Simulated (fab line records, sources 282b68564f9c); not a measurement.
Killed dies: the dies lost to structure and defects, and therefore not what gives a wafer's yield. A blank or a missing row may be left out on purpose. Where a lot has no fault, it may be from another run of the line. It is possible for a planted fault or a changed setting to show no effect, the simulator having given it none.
fab line records -- flow ritCmos
record lots=6, wafers=18, lastDay=7
route steps=202 shown REOX@99 NLDD@103 M1@202
lots with no fault: from the same line, run without faults
startH: hours from the record's first day to the start of the lot's first wafer shown -- waitH: how many hours have passed since the lot's step before this one -- " repeats the value in the row above -- L1.1+2: one row covering several wafers at once -- - no value, or no start was given -- * or withheld: withheld -- < > ~ a bound
route shown NAME@n: names a module that has steps shown in the file, with the first one's number in the route -- usual: the fault-free wafers' mean and standard deviation -- same: alike in all rows -- chamber/n: place in a boat -- sites: per-site readings -- _std_site: their standard deviation -- _edge_site: outer sites' mean less inner sites' -- radiusMm: for every site, how far away it sits from the centre of the wafer -- mask NAME#n: copy n -- behind: tool/chamber where the wafer was last shaped -- hold: cause of the lot's hold/its duration in hours/its outcome -- device: whichever transistor did not switch (one of n, p or np) -- end of line: the tests these same wafers got at the end of their route -- for a step that has no rows: nothing shown but its recipe -- killed: not the wafer's yield, but the dies lost to structure and defects at the first sort -- map: per-die view of a wafer (x killed, . not killed, _ where there is no die)
set.NAME: setting as actually run; set.NAME@STEP: the setting as run at that earlier step -- model.NAME: the simulator's own value behind a step, which no gauge read
a table for each step, a row for each wafer; lots at some steps of the route
services: when a tool's chamber went out of use (startH, in hours from the record's first day, below 0 if earlier), for how many hours, and the reason
## steps
# step RIT_REOX_CLEAN_01
# recipe chemistry=dHF, dilution=50:1, timeS=30
# step RIT_REOX_CLEAN_02
# recipe chemistry=SC2, mix=3:3:50, timeS=600, tempC=75, dry=n2Spin
# step RIT_REOX_OXIDATION_03
# recipe tempC=900, ambient=O2, targetThkA=252, oxTimeS=5580
# step RIT_REOX_THK_MEAS_04
# recipe reads=SiO2_of_REOX_OXIDATION_03
# usual REOX_OXIDE_THK=25.3/0.46
lot.wafer,tool,chamber,startH,waitH,REOX_OXIDE_THK[nm]
L811.1,filmMetro-02,-,55.46,0.0,24.4
L811.2,filmMetro-02,-,55.46,0.0,25.1
L811.3,filmMetro-02,-,55.46,0.0,24.6
L813.2,filmMetro-04,-,64.65,0.0,25.7
L813.4,filmMetro-04,-,64.65,0.0,25.5
L813.5,filmMetro-04,-,64.65,0.0,26.1
L820.2,filmMetro-01,-,98.84,0.0,25.0
L820.4,filmMetro-01,-,98.84,0.0,25.1
L820.6,filmMetro-01,-,98.84,0.0,24.9
L821.1,filmMetro-04,-,106.38,0.0,25.4
L821.2,filmMetro-04,-,106.38,0.0,25.4
L821.4,filmMetro-04,-,106.38,0.0,25.5
L828.2,filmMetro-02,-,138.48,0.0,25.1
L828.4,filmMetro-02,-,138.48,0.0,25.4
L828.6,filmMetro-02,-,138.48,0.0,25.3
L829.1,filmMetro-02,-,146.68,0.0,25.6
L829.2,filmMetro-02,-,146.68,0.0,25.4
L829.4,filmMetro-02,-,146.68,0.0,25.3
# step RIT_NLDD_HMDS_00
# recipe primeTimeS=60, primeTempC=140
# step RIT_NLDD_COAT_01
# recipe resist=NOVOLAK, spinRpm=3250, resistThkNm=1000
# step RIT_NLDD_SOFTBAKE_02
# recipe resist=NOVOLAK, tempC=90, timeS=60
# step RIT_NLDD_EXPOSE_03
# recipe maskId=M7, na=0.57, targetCdNm=40700, doseMj=250
# step RIT_NLDD_PEB_04
# recipe resist=NOVOLAK, tempC=withheld, timeS=withheld
# step RIT_NLDD_DEVELOP_05
# recipe resist=NOVOLAK, developTimeS=50, devTempC=23
# step RIT_NLDD_OVL_MEAS_06
# usual NLDD_OVL=0.4/1.5
lot.wafer,tool,chamber,startH,waitH,NLDD_OVL[nm]
L811.1,overlay-02,-,56.37,-,2.2
L811.2,overlay-02,-,56.37,-,1.0
L811.3,overlay-02,-,56.37,-,1.0
L813.2,overlay-01,-,65.71,-,0.8
L813.4,overlay-01,-,65.71,-,-0.1
L813.5,overlay-01,-,65.71,-,-0.5
L820.2,overlay-02,-,100.06,-,1.1
L820.4,overlay-02,-,100.06,-,1.1
L820.6,overlay-02,-,100.06,-,0.6
L821.1,overlay-02,-,107.48,-,0.6
L821.2,overlay-02,-,107.48,-,1.4
L821.4,overlay-02,-,107.48,-,3.9
L828.2,overlay-01,-,139.51,-,-0.8
L828.4,overlay-01,-,139.51,-,-0.2
L828.6,overlay-01,-,139.51,-,-0.6
L829.1,overlay-02,-,147.59,-,-1.2
L829.2,overlay-02,-,147.59,-,0.3
L829.4,overlay-02,-,147.59,-,0.1
# step RIT_NLDD_HARDBAKE_07
# recipe resist=NOVOLAK, tempC=140, timeS=60
# step RIT_NLDD_IMPLANT_08
# recipe species=P, energyKev=20, doseCm2=5e+14, tiltDeg=7
# usual beamEnergyKeV=20.000/0.0062, faradayCurrentUA=1574/30, tiltDeg=7.000/0.021
lot.wafer,tool,chamber,startH,waitH,beamEnergyKeV,faradayCurrentUA,tiltDeg
L811.1,implanter-03,0,56.56,0.1,19.990,1589,6.994
L811.2,implanter-03,0,56.56,0.1,20.011,1528,6.943
L811.3,implanter-03,0,56.56,0.1,20.011,1571,6.952
L813.2,implanter-02,0,65.92,0.1,19.987,1569,7.031
L813.4,implanter-02,0,65.92,0.1,19.994,1542,7.028
L813.5,implanter-02,0,65.92,0.1,19.997,1554,7.003
L820.2,implanter-02,0,100.38,0.1,19.999,1594,6.727
L820.4,implanter-02,0,100.38,0.1,19.998,1626,6.713
L820.6,implanter-02,0,100.38,0.1,20.008,1549,6.727
L821.1,implanter-02,0,107.66,0.1,19.989,1544,6.681
L821.2,implanter-02,0,107.66,0.1,20.002,1600,6.681
L821.4,implanter-02,0,107.66,0.1,19.996,1540,6.687
L828.2,implanter-04,0,139.71,0.1,20.002,1574,6.997
L828.4,implanter-04,0,139.71,0.1,20.009,1557,6.999
L828.6,implanter-04,0,139.71,0.1,20.007,1621,6.978
L829.1,implanter-03,0,147.77,0.1,19.999,1556,7.012
L829.2,implanter-03,0,147.77,0.1,20.003,1512,6.985
L829.4,implanter-03,0,147.77,0.1,20.005,1635,7.002
# step RIT_NLDD_STRIP_09
# recipe chemistry=O2, timeS=180, resist=NOVOLAK, platenTempC=withheld, powerW=500, pressureMtorr=4000, o2FlowSccm=4000
# usual drypumpMotorCurrentA=5.8/0.4
lot.wafer,tool,chamber,startH,waitH,drypumpMotorCurrentA,rfHoursCounterH
L811.1,plasmaAsher-01,0,56.71,0.1,5.6,22
L811.2,plasmaAsher-01,1,56.71,0.1,6.1,22
L811.3,plasmaAsher-01,1,56.71,0.1,6.1,-
L813.2,plasmaAsher-01,0,66.04,0.1,5.6,23
L813.4,plasmaAsher-01,0,66.04,0.1,5.6,-
L813.5,plasmaAsher-01,1,66.04,0.1,6.1,-
L820.2,plasmaAsher-01,1,100.50,0.1,6.1,26
L820.4,plasmaAsher-01,0,100.50,0.1,5.6,-
L820.6,plasmaAsher-01,1,100.50,0.1,6.1,-
L821.1,plasmaAsher-01,1,107.81,0.1,6.1,27
L821.2,plasmaAsher-01,0,107.81,0.1,5.6,27
L821.4,plasmaAsher-01,1,107.81,0.1,6.1,-
L828.2,plasmaAsher-01,1,139.84,0.1,6.1,30
L828.4,plasmaAsher-01,0,139.84,0.1,5.6,-
L828.6,plasmaAsher-01,1,139.84,0.1,6.1,-
L829.1,plasmaAsher-03,1,147.92,0.1,5.2,51
L829.2,plasmaAsher-03,0,147.92,0.1,6.0,51
L829.4,plasmaAsher-03,1,147.92,0.1,5.2,-
# step RIT_M1_PROBE_99
# usual killedAtContacts=0.1/0.23, killedAtFrontEnd=7/3, killedDies=7/3, killedOpen=3.3/1.8, killedShort=3.3/2.2
# same grossDies=264, killed_at_M0_to_M3=0, killed_at_M4_up=0, killedAtBackSide=0, killedAtOther=0
lot.wafer,tool,chamber,startH,waitH,killedAtContacts,killedAtFrontEnd,killedDies,killedOpen,killedShort
L811.1,prober-01,-,71.61,0.1,0,7,7,1,6
L811.2,prober-01,-,71.66,0.1,0,2,2,0,2
L811.3,prober-01,-,71.71,0.2,0,3,3,0,3
L813.2,prober-01,-,81.30,0.1,0,2,2,1,1
L813.4,prober-01,-,81.40,0.2,0,8,8,4,4
L813.5,prober-01,-,81.45,0.2,0,7,7,4,3
L820.2,prober-01,-,116.15,0.1,0,10,10,3,7
L820.4,prober-01,-,116.25,0.2,0,8,8,5,3
L820.6,prober-01,-,116.35,0.2,1,1,2,1,1
L821.1,prober-02,-,122.92,0.1,0,9,9,8,1
L821.2,prober-02,-,122.97,0.1,0,5,5,4,1
L821.4,prober-02,-,123.07,0.2,0,11,11,2,9
L828.2,prober-01,-,155.66,0.1,0,8,8,6,2
L828.4,prober-01,-,155.76,0.2,0,3,3,2,1
L828.6,prober-01,-,155.86,0.2,1,4,5,2,3
L829.1,prober-02,-,163.00,0.1,0,11,11,5,6
L829.2,prober-02,-,163.05,0.1,0,6,6,1,5
L829.4,prober-02,-,163.15,0.2,0,14,14,6,8
# killed by level:class
L811.1 SILICIDE:geometricParticle:short=5 GATE:geometricParticle:open=1 GATE:geometricParticle:short=1
L811.2 GATE:geometricParticle:short=1 SPACER:geometricParticle:short=1
L811.3 SPACER:geometricParticle:short=2 FOX1:geometricParticle:short=1
L813.2 GATE:geometricParticle:open=1 REOX:geometricParticle:short=1
L813.4 FOX1:geometricParticle:short=2 GATE:geometricParticle:open=2 FOX2:geometricParticle:short=1 GATE:geometricParticle:short=1 REOX:geometricParticle:open=1 SPACER:geometricParticle:open=1
L813.5 REOX:geometricParticle:open=2 FOX1:geometricParticle:open=1 GATE:geometricParticle:short=1 REOX:geometricParticle:short=1 SPACER:geometricParticle:short=1 SPACER:geometricParticle:open=1
L820.2 REOX:geometricParticle:short=3 GATE:geometricParticle:short=2 GATE:geometricParticle:open=1 SPACER:geometricParticle:short=1 SPACER:geometricParticle:open=1 SILICIDE:geometricParticle:short=1 SILICIDE:geometricParticle:open=1
L820.4 GATE:geometricParticle:open=4 FOX1:geometricParticle:short=2 SPACER:geometricParticle:short=1 SILICIDE:geometricParticle:open=1
L820.6 GATE:geometricParticle:short=1 CONTACT:geometricParticle:open=1
L821.1 GATE:geometricParticle:open=5 FOX1:geometricParticle:open=2 FOX2:geometricParticle:open=1 REOX:geometricParticle:short=1
L821.2 SPACER:geometricParticle:open=2 FOX2:geometricParticle:open=1 GATE:geometricParticle:short=1 REOX:geometricParticle:open=1
L821.4 FOX1:geometricParticle:short=4 FOX2:geometricParticle:short=2 FOX1:geometricParticle:open=1 GATE:geometricParticle:short=1 GATE:geometricParticle:open=1 SPACER:geometricParticle:short=1 SILICIDE:geometricParticle:short=1
L828.2 REOX:geometricParticle:open=3 FOX1:geometricParticle:open=2 REOX:geometricParticle:short=2 FOX2:geometricParticle:open=1
L828.4 GATE:geometricParticle:open=1 SPACER:geometricParticle:short=1 SILICIDE:geometricParticle:open=1
L828.6 SPACER:geometricParticle:short=2 FOX1:geometricParticle:open=1 SILICIDE:geometricParticle:short=1 CONTACT:geometricParticle:open=1
L829.1 FOX2:geometricParticle:open=3 FOX1:geometricParticle:short=2 REOX:geometricParticle:short=2 GATE:geometricParticle:short=1 GATE:geometricParticle:open=1 REOX:geometricParticle:open=1 SPACER:geometricParticle:short=1
L829.2 FOX2:geometricParticle:short=2 FOX1:geometricParticle:open=1 GATE:geometricParticle:short=1 REOX:geometricParticle:short=1 SPACER:geometricParticle:short=1
L829.4 FOX1:geometricParticle:short=4 GATE:geometricParticle:open=2 SILICIDE:geometricParticle:open=2 GATE:geometricParticle:short=1 REOX:geometricParticle:short=1 REOX:geometricParticle:open=1 SPACER:geometricParticle:short=1 SPACER:geometricParticle:open=1
## services
tool,chamber,startH,hours,kind
implanter-04,-,37.98,2.9,pm
implanter-04,-,44.98,1.8,repair
implanter-03,-,46.58,2.2,pm
implanter-02,-,57.27,1.4,repair
implanter-02,-,61.55,3.8,repair
implanter-04,-,62.62,6.2,repair
implanter-03,-,89.53,3.3,repair
implanter-03,-,106.42,7.0,repair
implanter-02,-,110.98,1.2,repair
## key
firstSign step=RIT_NLDD_IMPLANT_08, reading=tiltDeg, direction=down, sigmas=14, usual=7.000, struck=6.703
effect none on later readings
metAt RIT_NLDD_IMPLANT_08
struckWafers L820.2,L820.4,L820.6,L821.1,L821.2,L821.4
testerLeftOut L820,L821
onsetBetween 65.92 100.38
fault kind=processParameterDrift, tool=implanter-02, chamber=-, onsetH=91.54, steps=RIT_NLDD_IMPLANT_08, channel=tiltDeg, offset=-0.31035, shape=step, endH=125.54, actsIn=theseRecipesOnly, stated=7
# testerLeftOut: of these lots the tester's yield and bins aren't shown, on N5 and GAA mostly nor the transistor test; their killed dies are dies lost to structure and defects alone, not to doping, threshold or leakage, so they don't give the yield
